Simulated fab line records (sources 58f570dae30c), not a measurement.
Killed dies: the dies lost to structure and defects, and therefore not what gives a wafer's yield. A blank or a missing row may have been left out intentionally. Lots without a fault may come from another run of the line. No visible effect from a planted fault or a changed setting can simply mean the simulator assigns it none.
What tool caused it? -- flow berkeley-cmos170 -- 42 wafers from 14 lots sampled at 5 of the route's 331 steps

## WHAT THE GAUGES READ, wafer by wafer
UCB170_NWELL_THK_MEAS_02.
lot,measured,on,NWELL_OXIDE_THK (nm)
L658,day 2 09:40,film-metro-02,25.0 25.2 25.2
L661,day 2 20:45,film-metro-02,26.1 25.9 26.0
L662,day 3 03:51,film-metro-03,25.4 25.2 25.4
L663,day 3 10:32,film-metro-02,26.1 26.0 26.2
L664,day 3 17:44,film-metro-04,26.4 26.5 26.1
L665,day 3 17:44,film-metro-02,27.2 27.6 27.5
L666,day 4 05:26,film-metro-04,26.6 26.5 26.8
L667,day 4 13:08,film-metro-02,26.8 27.0 27.2
L669,day 4 13:07,film-metro-03,27.1 27.6 27.2
L674,day 5 16:06,film-metro-02,27.5 27.3 27.1
L675,day 5 23:16,film-metro-04,27.7 27.7 27.1
L677,day 6 08:43,film-metro-03,27.5 27.5 27.6
L678,day 6 08:43,film-metro-04,27.4 27.4 26.9
L680,day 7 02:37,film-metro-04,26.5 26.6 26.5

UCB170_WELLDRIVE_THK_MEAS_02.
lot,measured,on,WELLDRIVE_OXIDE_THK (nm)
L658,day 4 05:28,film-metro-01,204 202 203
L661,day 4 16:37,film-metro-02,200 201 200
L662,day 5 04:02,film-metro-04,203 201 199
L663,day 5 04:02,film-metro-02,199 197 196
L664,day 5 21:22,film-metro-01,202 201 199
L665,day 5 21:22,film-metro-02,195 199 196
L666,day 5 21:22,film-metro-04,198 201 200
L667,day 6 12:14,film-metro-02,195 200 195
L669,day 6 12:13,film-metro-01,201 200 199
L674,day 7 14:16,film-metro-01,195 198 198
L675,day 7 14:19,film-metro-01,204 203 203
L677,day 8 03:52,film-metro-02,199 200 200
L678,day 8 03:52,film-metro-04,199 198 197
L680,day 8 21:04,film-metro-01,198 202 198

UCB170_PFIELD_TW_MEAS_09.
lot,measured,on,PFIELD_TW
L658,day 5 01:41,film-metro-04,597 599 597
L661,day 5 17:35,film-metro-02,605 606 607
L662,day 6 00:30,film-metro-03,595 600 597
L663,day 6 01:56,film-metro-04,598 594 594
L664,day 6 21:31,film-metro-02,604 598 601
L665,day 6 22:14,film-metro-03,599 597 598
L666,day 6 22:23,film-metro-02,602 601 601
L667,day 7 16:48,film-metro-02,602 606 604
L669,day 7 16:32,film-metro-04,596 594 598
L674,day 8 09:53,film-metro-02,607 602 606
L675,day 8 10:21,film-metro-03,600 597 598
L677,day 9 03:58,film-metro-02,558 560 559 560 559 558
L678,day 9 03:11,film-metro-03,560 564 564 561 560 564
L680,day 9 14:29,film-metro-03,600 600 603

## WHAT TOOL EACH LOT RAN ON (gives the tool, then ch and the chambers of the sampled wafers, and finally the start)
lot,UCB170_ZERO_ETCH_06,UCB170_PFIELD_IMPLANT_07
L658,"rie-diel-01 ch 0,2,3, day 2 03:56","implanter-01 ch 0, day 5 01:27"
L661,"rie-diel-04 ch 0,2,3, day 2 18:54","implanter-01 ch 0, day 5 17:20"
L662,"rie-diel-02 ch 2,3, day 2 22:33","implanter-01 ch 0, day 6 00:15"
L663,"rie-diel-02 ch 2,3, day 3 04:34","implanter-03 ch 0, day 6 01:41"
L664,"rie-diel-02 ch 0,2, day 3 10:13","implanter-01 ch 0, day 6 21:16"
L665,"rie-diel-01 ch 1,2, day 3 10:29","implanter-04 ch 0, day 6 22:00"
L666,"rie-diel-04 ch 2,3, day 3 21:34","implanter-03 ch 0, day 6 22:09"
L667,"rie-diel-02 ch 0,1,3, day 4 05:43","implanter-04 ch 0, day 7 16:35"
L669,"rie-diel-01 ch 0,1,2, day 4 11:29","implanter-04 ch 0, day 7 16:17"
L674,"rie-diel-01 ch 1,2, day 5 10:37","implanter-04 ch 0, day 8 09:38"
L675,"rie-diel-01 ch 1,2,3, day 5 18:02","implanter-04 ch 0, day 8 10:06"
L677,"rie-diel-02 ch 0,1, day 6 01:22","implanter-01 ch 0, day 9 03:43"
L678,"rie-diel-01 ch 0,2, day 6 07:02","implanter-01 ch 0, day 9 02:56"
L680,"rie-diel-02 ch 0,1,3, day 6 20:08","implanter-03 ch 0, day 9 14:14"
- UCB170_ZERO_ETCH_06: etches SiO2 in CHF3/CF4/Ar, time 12 s.
- UCB170_PFIELD_IMPLANT_07

## AS READ BY THE TOOLS THEMSELVES (means over the sampled wafers that have a number; for cases with no such wafer, the mark the record gives instead)
UCB170_ZERO_ETCH_06.
lot,tool,drypump-motor-current-A (A),oes-product-au (a.u.),throttle-valve-pct (%)
L658,rie-diel-01,5.57,0.618,9.43
L661,rie-diel-04,5.75,0.620,9.28
L662,rie-diel-02,5.88,0.604,9.23
L663,rie-diel-02,5.99,0.613,9.27
L664,rie-diel-02,5.31,0.613,9.23
L665,rie-diel-01,5.35,0.617,9.15
L666,rie-diel-04,5.66,0.621,9.32
L667,rie-diel-02,5.71,0.621,9.27
L669,rie-diel-01,5.50,0.623,9.28
L674,rie-diel-01,5.46,0.607,9.16
L675,rie-diel-01,5.45,0.615,9.29
L677,rie-diel-02,5.67,0.620,9.24
L678,rie-diel-01,5.63,0.621,9.41
L680,rie-diel-02,5.72,0.622,9.27

UCB170_PFIELD_IMPLANT_07.
lot,tool,beam-on-s (s),faraday-current-uA
L658,implanter-01,9.91,64.1
L661,implanter-01,9.91,64.0
L662,implanter-01,9.76,65.1
L663,implanter-03,10.06,63.1
L664,implanter-01,10.08,62.9
L665,implanter-04,10.21,62.3
L666,implanter-03,9.74,65.2
L667,implanter-04,9.90,64.0
L669,implanter-04,10.21,62.0
L674,implanter-04,9.95,63.7
L675,implanter-04,9.96,63.8
L677,implanter-01,8.02,79.0
L678,implanter-01,8.16,77.7
L680,implanter-03,10.29,61.5

## THE ANSWER, worked out from the rows above alone
Rule: usual is defined by the lots themselves. The widest of any qualifying gaps counts: lots, ordered by their means at a reading, are off when they make up no more than a third of the lots, leave a main group of 4 or more, and stand apart from it by 3 or more times the standard deviation of that group's means. The tables above print the reading to a certain number of digits; a main group whose means all agree to those digits is not used. Also off: a lot with no number at a reading for which 4 or more lots have one. The other lots that the step has rows for count as sound. First the gauges in route order, then the tools' own readings, where a lot's mean is used as printed above. The first step at which some lot is off is used, and at that step the reading that is off furthest; a lot without a number counts as furthest.
Off: at UCB170_PFIELD_TW_MEAS_09 (PFIELD_TW), L677, L678. Main group: mean 600, sd 3.4.
A tool fits if, at a process step before that reading, it ran every lot that is off, and no sound lot after the first of them. The gauges at UCB170_PFIELD_TW_MEAS_09 aren't tried: what is off there is off at UCB170_PFIELD_IMPLANT_07 too, on other tools, and a gauge's error can't cause that. One fits: implanter-01 at UCB170_PFIELD_IMPLANT_07. Its last sound lot is L664 (day 6 21:16), its first lot that is off L678 (day 9 02:56): a fault that began between those two fits.
The tool's own readings at UCB170_PFIELD_IMPLANT_07 bear it out: on the lots that are off they differ by more than 5 times the standard deviation of the sound lots' means. beam-on-s reads 8.09 s there against 10.00 s on the sound lots; faraday-current-uA reads 78.3 there against 63.5 on the sound lots.

## WHAT WAS PUT IN BY THE SIMULATOR
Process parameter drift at UCB170_PFIELD_IMPLANT_07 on implanter-01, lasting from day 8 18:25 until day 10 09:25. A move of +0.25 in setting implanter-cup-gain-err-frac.
Struck lots among those shown: L677, L678. The same result came from the rule above.
